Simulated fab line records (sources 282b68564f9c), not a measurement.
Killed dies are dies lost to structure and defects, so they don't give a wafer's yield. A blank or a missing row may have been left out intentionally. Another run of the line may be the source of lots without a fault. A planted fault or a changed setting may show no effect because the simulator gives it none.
Which of the tools did it? || flow rit cmos || 42 wafers from 14 lots sampled at 3 of the route's 202 steps

## WHAT THE GAUGES READ, wafer by wafer
RIT_GATE_THK_MEAS_09. Usual: GATE_POLY_THK 250.5 nm, standard deviation 2.8.
{"lot": "L333", "measured": "day 2 16:26", "on": "film metro-01", "GATE_POLY_THK (nm)": "252.5 253.4 250.5", "flag": ""}
{"lot": "L334", "measured": "day 2 21:16", "on": "film metro-04", "GATE_POLY_THK (nm)": "256.1 256.3 255.9", "flag": ""}
{"lot": "L335", "measured": "day 3 02:44", "on": "film metro-02", "GATE_POLY_THK (nm)": "251.3 248.7 250.4", "flag": ""}
{"lot": "L337", "measured": "day 3 16:55", "on": "film metro-04", "GATE_POLY_THK (nm)": "254.6 258.2 254.6", "flag": ""}
{"lot": "L338", "measured": "day 3 23:49", "on": "film metro-02", "GATE_POLY_THK (nm)": "247.6 245.4 244.3", "flag": ""}
{"lot": "L339", "measured": "day 4 02:41", "on": "film metro-01", "GATE_POLY_THK (nm)": "249.0 248.0 250.0", "flag": ""}
{"lot": "L340", "measured": "day 4 13:14", "on": "film metro-04", "GATE_POLY_THK (nm)": "250.7 252.5 251.2", "flag": ""}
{"lot": "L341", "measured": "day 4 17:25", "on": "film metro-01", "GATE_POLY_THK (nm)": "253.1 251.2 251.5", "flag": ""}
{"lot": "L342", "measured": "day 4 17:25", "on": "film metro-04", "GATE_POLY_THK (nm)": "254.7 253.8 257.6", "flag": ""}
{"lot": "L343", "measured": "day 5 00:56", "on": "film metro-01", "GATE_POLY_THK (nm)": "247.0 246.3 249.5", "flag": ""}
{"lot": "L345", "measured": "day 5 05:34", "on": "film metro-01", "GATE_POLY_THK (nm)": "266.4 267.0 268.7", "flag": "OFF"}
{"lot": "L347", "measured": "day 5 15:41", "on": "film metro-02", "GATE_POLY_THK (nm)": "269.2 270.0 267.3", "flag": "OFF"}
{"lot": "L351", "measured": "day 6 12:51", "on": "film metro-04", "GATE_POLY_THK (nm)": "249.8 251.5 250.5", "flag": ""}
{"lot": "L352", "measured": "day 6 15:29", "on": "film metro-02", "GATE_POLY_THK (nm)": "249.4 250.4 249.9", "flag": ""}

## WHICH TOOL RAN EACH LOT (tool, then ch and the chambers of the sampled wafers, then the start)
{"lot": "L333", "RIT_ACTIVE_ETCH_13": "rie diel-02 ch 1,2,3, day 1 19:50", "RIT_GATE_CVD_08": "lpcvd-02 ch 0, day 2 14:49"}
{"lot": "L334", "RIT_ACTIVE_ETCH_13": "rie diel-01 ch 1,3, day 2 00:50", "RIT_GATE_CVD_08": "lpcvd-01 ch 0, day 2 19:38"}
{"lot": "L335", "RIT_ACTIVE_ETCH_13": "rie diel-01 ch 0,1,2, day 2 05:50", "RIT_GATE_CVD_08": "lpcvd-02 ch 0, day 3 01:07"}
{"lot": "L337", "RIT_ACTIVE_ETCH_13": "rie diel-04 ch 0,2, day 2 15:43", "RIT_GATE_CVD_08": "lpcvd-02 ch 0, day 3 14:29"}
{"lot": "L338", "RIT_ACTIVE_ETCH_13": "rie diel-01 ch 1,2,3, day 2 20:43", "RIT_GATE_CVD_08": "lpcvd-01 ch 0, day 3 22:10"}
{"lot": "L339", "RIT_ACTIVE_ETCH_13": "rie diel-02 ch 0,1, day 3 01:52", "RIT_GATE_CVD_08": "lpcvd-01 ch 1, day 4 01:03"}
{"lot": "L340", "RIT_ACTIVE_ETCH_13": "rie diel-02 ch 0,1,3, day 3 06:51", "RIT_GATE_CVD_08": "lpcvd-01 ch 0, day 4 11:37"}
{"lot": "L341", "RIT_ACTIVE_ETCH_13": "rie diel-02 ch 1,3, day 3 13:50", "RIT_GATE_CVD_08": "lpcvd-02 ch 0, day 4 15:48"}
{"lot": "L342", "RIT_ACTIVE_ETCH_13": "rie diel-04 ch 1,2, day 3 16:50", "RIT_GATE_CVD_08": "lpcvd-02 ch 0, day 4 15:48"}
{"lot": "L343", "RIT_ACTIVE_ETCH_13": "rie diel-04 ch 1,2, day 4 00:19", "RIT_GATE_CVD_08": "lpcvd-01 ch 0, day 4 23:19"}
{"lot": "L345", "RIT_ACTIVE_ETCH_13": "rie diel-04 ch 1,2,3, day 4 09:14", "RIT_GATE_CVD_08": "lpcvd-01 ch 0, day 5 03:56"}
{"lot": "L347", "RIT_ACTIVE_ETCH_13": "rie diel-01 ch 0,3, day 4 18:04", "RIT_GATE_CVD_08": "lpcvd-01 ch 0, day 5 14:04"}
{"lot": "L351", "RIT_ACTIVE_ETCH_13": "rie diel-01 ch 0,1,2, day 5 15:40", "RIT_GATE_CVD_08": "lpcvd-02 ch 0, day 6 11:13"}
{"lot": "L352", "RIT_ACTIVE_ETCH_13": "rie diel-04 ch 0,2,3, day 5 18:45", "RIT_GATE_CVD_08": "lpcvd-02 ch 0, day 6 13:52"}
- RIT_ACTIVE_ETCH_13: etches Si3N4 in SF6, stops on SiO2, time 210 s, target depth 210 nm.
- RIT_GATE_CVD_08: deposits poly-Si from SiH4, target thk 250 nm, time 2220 s.

## AS READ BY THE TOOLS THEMSELVES (means over the sampled wafers that have a number; for cases with no such wafer, the mark the record gives instead)
RIT_ACTIVE_ETCH_13. Usual: chamber pressure mTorr 260.02 mTorr, standard deviation 0.25; drypump motor current A 5.7 A, standard deviation 0.38; oes product au 0.823 a.u., standard deviation 0.012; throttle valve pct 7.49 %, standard deviation 0.12.
{"lot": "L333", "tool": "rie diel-02", "chamber pressure mTorr (mTorr)": 260.05, "drypump motor current A (A)": 6.0, "oes product au (a.u.)": 0.824, "throttle valve pct (%)": 7.45, "flag": ""}
{"lot": "L334", "tool": "rie diel-01", "chamber pressure mTorr (mTorr)": 259.73, "drypump motor current A (A)": 5.6, "oes product au (a.u.)": 0.827, "throttle valve pct (%)": 7.56, "flag": ""}
{"lot": "L335", "tool": "rie diel-01", "chamber pressure mTorr (mTorr)": 260.02, "drypump motor current A (A)": 5.3, "oes product au (a.u.)": 0.818, "throttle valve pct (%)": 7.57, "flag": ""}
{"lot": "L337", "tool": "rie diel-04", "chamber pressure mTorr (mTorr)": 259.93, "drypump motor current A (A)": 5.7, "oes product au (a.u.)": 0.821, "throttle valve pct (%)": 7.31, "flag": ""}
{"lot": "L338", "tool": "rie diel-01", "chamber pressure mTorr (mTorr)": 260.21, "drypump motor current A (A)": 5.5, "oes product au (a.u.)": 0.824, "throttle valve pct (%)": 7.59, "flag": ""}
{"lot": "L339", "tool": "rie diel-02", "chamber pressure mTorr (mTorr)": 260.07, "drypump motor current A (A)": 6.2, "oes product au (a.u.)": 0.844, "throttle valve pct (%)": 7.56, "flag": ""}
{"lot": "L340", "tool": "rie diel-02", "chamber pressure mTorr (mTorr)": 260.16, "drypump motor current A (A)": 6.2, "oes product au (a.u.)": 0.830, "throttle valve pct (%)": 7.57, "flag": ""}
{"lot": "L341", "tool": "rie diel-02", "chamber pressure mTorr (mTorr)": 260.25, "drypump motor current A (A)": 6.2, "oes product au (a.u.)": 0.839, "throttle valve pct (%)": 7.51, "flag": ""}
{"lot": "L342", "tool": "rie diel-04", "chamber pressure mTorr (mTorr)": 259.84, "drypump motor current A (A)": 5.8, "oes product au (a.u.)": 0.809, "throttle valve pct (%)": 7.36, "flag": ""}
{"lot": "L343", "tool": "rie diel-04", "chamber pressure mTorr (mTorr)": 260.10, "drypump motor current A (A)": 5.6, "oes product au (a.u.)": 0.829, "throttle valve pct (%)": 7.35, "flag": ""}
{"lot": "L345", "tool": "rie diel-04", "chamber pressure mTorr (mTorr)": 260.16, "drypump motor current A (A)": 5.6, "oes product au (a.u.)": 0.822, "throttle valve pct (%)": 7.44, "flag": ""}
{"lot": "L347", "tool": "rie diel-01", "chamber pressure mTorr (mTorr)": 259.89, "drypump motor current A (A)": 5.3, "oes product au (a.u.)": 0.832, "throttle valve pct (%)": 7.51, "flag": ""}
{"lot": "L351", "tool": "rie diel-01", "chamber pressure mTorr (mTorr)": 260.05, "drypump motor current A (A)": 5.3, "oes product au (a.u.)": 0.818, "throttle valve pct (%)": 7.57, "flag": ""}
{"lot": "L352", "tool": "rie diel-04", "chamber pressure mTorr (mTorr)": 260.08, "drypump motor current A (A)": 5.5, "oes product au (a.u.)": 0.825, "throttle valve pct (%)": 7.41, "flag": ""}

RIT_GATE_CVD_08. Usual: pressure mtorr 300.1 mTorr, standard deviation 0.68; zone power source pct 11.1 %, standard deviation 0.95.
{"lot": "L333", "tool": "lpcvd-02", "pressure mtorr (mTorr)": 300.5, "zone power source pct (%)": 10.2, "flag": ""}
{"lot": "L334", "tool": "lpcvd-01", "pressure mtorr (mTorr)": 299.2, "zone power source pct (%)": 11.3, "flag": ""}
{"lot": "L335", "tool": "lpcvd-02", "pressure mtorr (mTorr)": 299.9, "zone power source pct (%)": 10.2, "flag": ""}
{"lot": "L337", "tool": "lpcvd-02", "pressure mtorr (mTorr)": 299.3, "zone power source pct (%)": 10.2, "flag": ""}
{"lot": "L338", "tool": "lpcvd-01", "pressure mtorr (mTorr)": 299.8, "zone power source pct (%)": 11.3, "flag": ""}
{"lot": "L339", "tool": "lpcvd-01", "pressure mtorr (mTorr)": 299.9, "zone power source pct (%)": 10.4, "flag": ""}
{"lot": "L340", "tool": "lpcvd-01", "pressure mtorr (mTorr)": 300.0, "zone power source pct (%)": 11.4, "flag": ""}
{"lot": "L341", "tool": "lpcvd-02", "pressure mtorr (mTorr)": 300.3, "zone power source pct (%)": 10.3, "flag": ""}
{"lot": "L342", "tool": "lpcvd-02", "pressure mtorr (mTorr)": 300.7, "zone power source pct (%)": 10.3, "flag": ""}
{"lot": "L343", "tool": "lpcvd-01", "pressure mtorr (mTorr)": 299.2, "zone power source pct (%)": 11.5, "flag": ""}
{"lot": "L345", "tool": "lpcvd-01", "pressure mtorr (mTorr)": 300.7, "zone power source pct (%)": 11.4, "flag": ""}
{"lot": "L347", "tool": "lpcvd-01", "pressure mtorr (mTorr)": 300.4, "zone power source pct (%)": 11.3, "flag": ""}
{"lot": "L351", "tool": "lpcvd-02", "pressure mtorr (mTorr)": 299.9, "zone power source pct (%)": 10.2, "flag": ""}
{"lot": "L352", "tool": "lpcvd-02", "pressure mtorr (mTorr)": 300.9, "zone power source pct (%)": 10.3, "flag": ""}

## THE ANSWER, worked out from the rows above alone
Rule: take the mean of a lot's wafers that have a number; if it is more than 3 standard deviations from the usual mean, the lot is off. Also off: a lot with no number at a reading for which 4 or more lots have one. Any other lot the step has rows for is counted as sound. The gauges are gone through in route order, then the tools' own readings, and for those a lot's mean is taken as printed above. At the first step where some lot is off, the reading lying furthest off is the one used; lots without a number count as furthest.
Off: at RIT_GATE_THK_MEAS_09 (GATE_POLY_THK), L345, L347.
If a tool, at a process step before that reading, ran all the lots that are off and no sound lot after the first of them, it fits. Those tools and the gauges at RIT_GATE_THK_MEAS_09 are tried in the same way. One fits: lpcvd-01 at RIT_GATE_CVD_08. Its last sound lot is L343 (day 4 23:19), its first lot that is off L345 (day 5 03:56): a fault that began between those two fits.

## WHAT THE SIMULATOR HAD INSERTED
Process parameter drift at RIT_GATE_CVD_08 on lpcvd-01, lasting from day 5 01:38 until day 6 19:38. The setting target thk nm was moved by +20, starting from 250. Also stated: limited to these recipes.
Lots struck among those shown: L345, L347. Same finding as the rule above.
